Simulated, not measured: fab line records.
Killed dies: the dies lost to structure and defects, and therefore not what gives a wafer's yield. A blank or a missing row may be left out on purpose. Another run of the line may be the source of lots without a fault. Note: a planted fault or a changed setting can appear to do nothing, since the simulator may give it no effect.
Struck lot and sound lot, side by side -- flow rit_cmos -- 14 out of 202 route steps
Sound: the wafers L950.2, L950.4, L950.6. Struck: wafers L955.1, L955.3, L955.5. The cause comes at the end.
Per side, at each step with rows, come the tool, then ch with its chambers, and then its first start. Under that, the readings that differ: sound wafers -- struck wafers -- difference of the means -- sigmas: that difference in standard deviations of wafers without a fault.
alike: readings with means less than 2 such deviations apart, plus words and numbers identical on both sides. not compared: withheld readings, readings lacking a value on some wafer, bounds such as >300 that could conceal the same value, and numbers that have no deviation in the record and whose values overlap.
The two part at a step that has a row with sigmas, a row that says differs or no value, or rows on one side only. When numbers do not overlap yet have no deviation, they are printed without sigmas and do not part them. Lack of a reading on every wafer of one side parts them only where that side has two or more wafers.

RIT_PLDD_TW_MEAS_10:
  sound on film_metro-02, day 3 14:37; struck on film_metro-04, day 4 18:39
  alike: PLDD_TW
then, 4 steps without rows for these wafers: RIT_SPACER_CLEAN_00 (cleans in SC1, time 600 s); RIT_SPACER_CLEAN_01 (cleans in dHF, time 30 s); RIT_SPACER_CLEAN_02 (cleans in SC2, time 600 s); RIT_SPACER_CVD_03 (deposits Si3N4 from SiH2Cl2/NH3, target thk 250 nm, time 3300 s).
RIT_SPACER_THK_MEAS_04:
  sound on film_metro-03, day 3 16:57; struck on film_metro-04, day 4 21:02
  alike: SPACER_NITRIDE_THK
RIT_SPACER_ETCHBACK_05: etches Si3N4 in SF6/CHF3, stops on SiO2, target depth 250 nm, time 240 s.
  sound on rie_diel-01 ch 0,2,3, day 3 17:00; struck on rie_diel-01 ch 1,3, day 4 21:05
  alike: CHF3_flow_sccm, SF6_flow_sccm, drypump_motor_current_A, oes_product_au, throttle_valve_pct
  not compared: rf_hours_counter_h
then, 5 steps without rows for these wafers: RIT_NSD_HMDS_00 (prime time 60 s); RIT_NSD_COAT_01 (resist thk 1000 nm); RIT_NSD_SOFTBAKE_02 (time 60 s); RIT_NSD_EXPOSE_03 (exposes mask M9, target cd 40700 nm); RIT_NSD_PEB_04.
RIT_NSD_DEVELOP_05: develop time 50 s.
  struck on litho_track-04, day 4 22:00; sound on litho_track-04 ch 0, day 3 17:00
  no value came back on the struck wafers for chill_plate_temp_C (C), develop_time_s (s); on the sound wafers chill_plate_temp_C (C) reads 22.91 22.87 22.96
RIT_NSD_OVL_MEAS_06:
  sound on overlay-01, day 3 18:02; struck on overlay-02, day 4 22:23
reading,sound,struck,difference,sigmas
NSD_OVL (nm),0.9 2.5 0.0,- - -,no value on the struck wafers,

== WHERE THEY PART ==
Earliest at RIT_NSD_DEVELOP_05; latest, in this record, at RIT_NSD_OVL_MEAS_06.

WHY: what had been put in by the simulator
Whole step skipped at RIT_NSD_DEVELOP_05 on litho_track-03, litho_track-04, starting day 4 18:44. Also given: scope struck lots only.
